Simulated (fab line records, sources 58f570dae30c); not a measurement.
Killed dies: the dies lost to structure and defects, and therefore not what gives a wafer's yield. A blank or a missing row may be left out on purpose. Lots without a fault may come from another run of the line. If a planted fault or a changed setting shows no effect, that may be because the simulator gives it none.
Tool commonality check || flow berkeley_cmos170 || Sample size 14 lots and 42 wafers

== THE REASON FOR OPENING IT ==
Flagged at UCB170_CONTACT_CD_MEAS_15: reading cd_nm, on 2 of 14 lots. Fault-free wafers read 700.1 nm, with a standard deviation of 1.2.
Rule: a lot is flagged in two cases, either no wafer of it has a number, or all its wafers with numbers fall more than 4 standard deviations from that mean. The rest of the lots are taken to be sound.

{"lot": "L711", "measured": "day 7 10:08", "on": "cd_sem-01", "cd_nm (nm), wafer by wafer": "699.8 699.6 699.4", "flag": ""}
{"lot": "L712", "measured": "day 7 14:02", "on": "cd_sem-02", "cd_nm (nm), wafer by wafer": "701.0 700.7 700.0", "flag": ""}
{"lot": "L713", "measured": "day 7 14:22", "on": "cd_sem-01", "cd_nm (nm), wafer by wafer": "700.3 700.5 700.0", "flag": ""}
{"lot": "L710", "measured": "day 7 19:54", "on": "cd_sem-02", "cd_nm (nm), wafer by wafer": "698.8 699.0 700.0", "flag": ""}
{"lot": "L715", "measured": "day 8 04:52", "on": "cd_sem-01", "cd_nm (nm), wafer by wafer": "702.3 701.8 702.1", "flag": ""}
{"lot": "L717", "measured": "day 8 14:04", "on": "cd_sem-02", "cd_nm (nm), wafer by wafer": "734.7 734.7 736.1", "flag": "FLAGGED"}
{"lot": "L716", "measured": "day 8 14:52", "on": "cd_sem-02", "cd_nm (nm), wafer by wafer": "699.2 699.6 700.2", "flag": ""}
{"lot": "L718", "measured": "day 8 15:07", "on": "cd_sem-01", "cd_nm (nm), wafer by wafer": "735.8 734.4 735.5", "flag": "FLAGGED"}
{"lot": "L724", "measured": "day 10 03:44", "on": "cd_sem-02", "cd_nm (nm), wafer by wafer": "701.3 700.1 700.1", "flag": ""}
{"lot": "L725", "measured": "day 10 08:37", "on": "cd_sem-02", "cd_nm (nm), wafer by wafer": "698.1 699.5 700.9", "flag": ""}
{"lot": "L727", "measured": "day 11 00:22", "on": "cd_sem-02", "cd_nm (nm), wafer by wafer": "698.8 698.5 698.0", "flag": ""}
{"lot": "L728", "measured": "day 11 00:59", "on": "cd_sem-01", "cd_nm (nm), wafer by wafer": "699.9 700.9 701.4", "flag": ""}
{"lot": "L729", "measured": "day 11 13:49", "on": "cd_sem-02", "cd_nm (nm), wafer by wafer": "702.0 702.2 702.4", "flag": ""}
{"lot": "L730", "measured": "day 11 13:58", "on": "cd_sem-02", "cd_nm (nm), wafer by wafer": "700.5 702.2 701.1", "flag": ""}
The mean of the flagged lots' numbers is 735.2 nm, +35.1 nm from the usual (+29 standard deviations).

== WHICH TOOL RAN EACH LOT ==
Before the reading, the record contains 2 process steps out of a 331-step route. Every cell lists first the tool, next ch and the chambers used by the sampled wafers, and last the start.
{"lot": "L711", "flag": "", "UCB170_BACKSIDE_STRIP_03": "plasma_asher-03 ch 0,1, day 7 04:29", "UCB170_CONTACT_COAT_10": "litho_track-04 ch 0, day 7 09:00"}
{"lot": "L712", "flag": "", "UCB170_BACKSIDE_STRIP_03": "plasma_asher-04 ch 0,1, day 7 08:13", "UCB170_CONTACT_COAT_10": "litho_track-03 ch 0, day 7 13:00"}
{"lot": "L713", "flag": "", "UCB170_BACKSIDE_STRIP_03": "plasma_asher-01 ch 0,1, day 7 08:28", "UCB170_CONTACT_COAT_10": "litho_track-01 ch 0, day 7 13:00"}
{"lot": "L710", "flag": "", "UCB170_BACKSIDE_STRIP_03": "plasma_asher-01 ch 0,1, day 7 11:22", "UCB170_CONTACT_COAT_10": "litho_track-04 ch 0, day 7 19:00"}
{"lot": "L715", "flag": "", "UCB170_BACKSIDE_STRIP_03": "plasma_asher-04 ch 0,1, day 7 22:32", "UCB170_CONTACT_COAT_10": "litho_track-01 ch 0, day 8 03:00"}
{"lot": "L717", "flag": "FLAGGED", "UCB170_BACKSIDE_STRIP_03": "plasma_asher-04 ch 0, day 8 08:52", "UCB170_CONTACT_COAT_10": "litho_track-03 ch 0, day 8 13:00"}
{"lot": "L716", "flag": "", "UCB170_BACKSIDE_STRIP_03": "plasma_asher-03 ch 0,1, day 8 09:19", "UCB170_CONTACT_COAT_10": "litho_track-01 ch 0, day 8 14:00"}
{"lot": "L718", "flag": "FLAGGED", "UCB170_BACKSIDE_STRIP_03": "plasma_asher-01 ch 0,1, day 8 09:31", "UCB170_CONTACT_COAT_10": "litho_track-03 ch 0, day 8 14:00"}
{"lot": "L724", "flag": "", "UCB170_BACKSIDE_STRIP_03": "plasma_asher-04 ch 0,1, day 9 19:53", "UCB170_CONTACT_COAT_10": "litho_track-04 ch 0, day 10 02:00"}
{"lot": "L725", "flag": "", "UCB170_BACKSIDE_STRIP_03": "plasma_asher-04 ch 0,1, day 10 03:29", "UCB170_CONTACT_COAT_10": "litho_track-01 ch 0, day 10 07:00"}
{"lot": "L727", "flag": "", "UCB170_BACKSIDE_STRIP_03": "plasma_asher-04 ch 1, day 10 18:20", "UCB170_CONTACT_COAT_10": "litho_track-01 ch 0, day 10 23:00"}
{"lot": "L728", "flag": "", "UCB170_BACKSIDE_STRIP_03": "plasma_asher-01 ch 0,1, day 10 17:53", "UCB170_CONTACT_COAT_10": "litho_track-04 ch 0, day 10 23:00"}
{"lot": "L729", "flag": "", "UCB170_BACKSIDE_STRIP_03": "plasma_asher-03 ch 0,1, day 11 06:02", "UCB170_CONTACT_COAT_10": "litho_track-03 ch 0, day 11 12:00"}
{"lot": "L730", "flag": "", "UCB170_BACKSIDE_STRIP_03": "plasma_asher-01 ch 0,1, day 11 06:02", "UCB170_CONTACT_COAT_10": "litho_track-04 ch 0, day 11 13:00"}
These steps, and what they do:
- UCB170_BACKSIDE_STRIP_03: strips in O2.
- UCB170_CONTACT_COAT_10: resist thk 900 nm.
- UCB170_CONTACT_CD_MEAS_15: target cd 700 nm.

== FLAGGED AGAINST TOTAL, ONE TOOL AT A TIME (gauges that did the reading follow at the end) ==
{"step": "UCB170_BACKSIDE_STRIP_03", "tool": "plasma_asher-01", "lots run": 5, "flagged": 1, "share of the flagged lots": "some", "sound lots run after its first flagged lot": "2 (L728,L730)"}
{"step": "UCB170_BACKSIDE_STRIP_03", "tool": "plasma_asher-03", "lots run": 3, "flagged": 0, "share of the flagged lots": "none", "sound lots run after its first flagged lot": "-"}
{"step": "UCB170_BACKSIDE_STRIP_03", "tool": "plasma_asher-04", "lots run": 6, "flagged": 1, "share of the flagged lots": "some", "sound lots run after its first flagged lot": "3 (L724,L725,L727)"}
{"step": "UCB170_CONTACT_COAT_10", "tool": "litho_track-01", "lots run": 5, "flagged": 0, "share of the flagged lots": "none", "sound lots run after its first flagged lot": "-"}
{"step": "UCB170_CONTACT_COAT_10", "tool": "litho_track-03", "lots run": 4, "flagged": 2, "share of the flagged lots": "all", "sound lots run after its first flagged lot": "1 (L729)"}
{"step": "UCB170_CONTACT_COAT_10", "tool": "litho_track-04", "lots run": 5, "flagged": 0, "share of the flagged lots": "none", "sound lots run after its first flagged lot": "-"}
{"step": "UCB170_CONTACT_CD_MEAS_15", "tool": "cd_sem-01", "lots run": 5, "flagged": 1, "share of the flagged lots": "some", "sound lots run after its first flagged lot": "1 (L728)"}
{"step": "UCB170_CONTACT_CD_MEAS_15", "tool": "cd_sem-02", "lots run": 9, "flagged": 1, "share of the flagged lots": "some", "sound lots run after its first flagged lot": "6 (L716,L724,L725,L727,L729,L730)"}

== WHAT THE TABLE ALLOWS ==
All flagged lots share 1 row of the table, namely litho_track-03 at UCB170_CONTACT_COAT_10.
- litho_track-03 at UCB170_CONTACT_COAT_10 ran 4 lots, 2 of them flagged. Lots that were sound ran on it after the first flagged one (L729); a persistent fault on the entire tool would not allow that.
None of the table's rows ran every flagged lot and, after the first, no sound lot.

== WHAT THE SIMULATOR HAD INSERTED ==
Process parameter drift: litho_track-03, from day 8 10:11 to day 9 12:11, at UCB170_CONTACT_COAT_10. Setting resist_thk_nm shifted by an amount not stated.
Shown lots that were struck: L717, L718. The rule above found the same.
